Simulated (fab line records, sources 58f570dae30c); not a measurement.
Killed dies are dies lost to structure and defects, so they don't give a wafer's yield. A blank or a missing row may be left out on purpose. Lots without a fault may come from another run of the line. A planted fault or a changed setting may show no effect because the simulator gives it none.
Which tool did it? | flow berkeley_cmos170 | 7 lots, 21 wafers sampled, at 2 steps of a route of 331

WHAT THE GAUGES READ, wafer by wafer
UCB170_ACTIVE_THK_MEAS_06.
lot  | measured    | on            | ACTIVE_NITRIDE_THK (nm)
L431 | day 5 06:19 | film_metro-01 | 221.8 222.5 222.8
L433 | day 5 12:02 | film_metro-03 | 219.5 219.0 218.8
L435 | day 6 06:04 | film_metro-03 | 440.0 437.9 437.6
L438 | day 6 13:56 | film_metro-03 | 218.9 216.7 220.7
L440 | day 6 17:40 | film_metro-01 | 438.3 436.8 440.4
L447 | day 8 17:55 | film_metro-03 | 226.9 225.4 227.6
L450 | day 9 01:19 | film_metro-03 | 221.5 222.0 223.5

WHICH TOOL RAN EACH LOT (tool, then ch and the chambers of the sampled wafers, then the start)
lot  | UCB170_ACTIVE_CVD_05
L431 | lpcvd-01 ch 0, day 5 04:22
L433 | lpcvd-01 ch 1, day 5 10:07
L435 | lpcvd-02 ch 0, day 6 02:04
L438 | lpcvd-01 ch 0, day 6 12:01
L440 | lpcvd-01 ch 0, day 6 12:01
L447 | lpcvd-02 ch 0, day 8 15:59
L450 | lpcvd-02 ch 1, day 8 23:25
- UCB170_ACTIVE_CVD_05: deposits Si3N4 from SiH2Cl2/NH3, target thk 220 nm, time 3300 s.

THE ANSWER, worked out from the rows above alone
Rule: what is usual is taken from the lots themselves. Put in order of their means at a reading, lots are off if they are a third of the lots or fewer, leave a main group of 4 or more, and stand apart from it by a gap of 3 or more times the standard deviation of the main group's means; of several such gaps the widest counts. A main group whose means are all the same, to the digits that the tables above print for the reading, isn't used. A lot without any number at a reading at which 4 lots or more have one is off too. The other lots that the step has rows for count as sound.
Off: L435, L440, at UCB170_ACTIVE_THK_MEAS_06 (ACTIVE_NITRIDE_THK). The main group: mean 221.8 nm, standard deviation 2.8.
A tool fits if, at a process step before that reading, it ran every lot that is off, and no sound lot after the first of them. The gauges at UCB170_ACTIVE_THK_MEAS_06 are tried like those tools. None of those tried fits.

WHAT THE SIMULATOR HAD PUT IN
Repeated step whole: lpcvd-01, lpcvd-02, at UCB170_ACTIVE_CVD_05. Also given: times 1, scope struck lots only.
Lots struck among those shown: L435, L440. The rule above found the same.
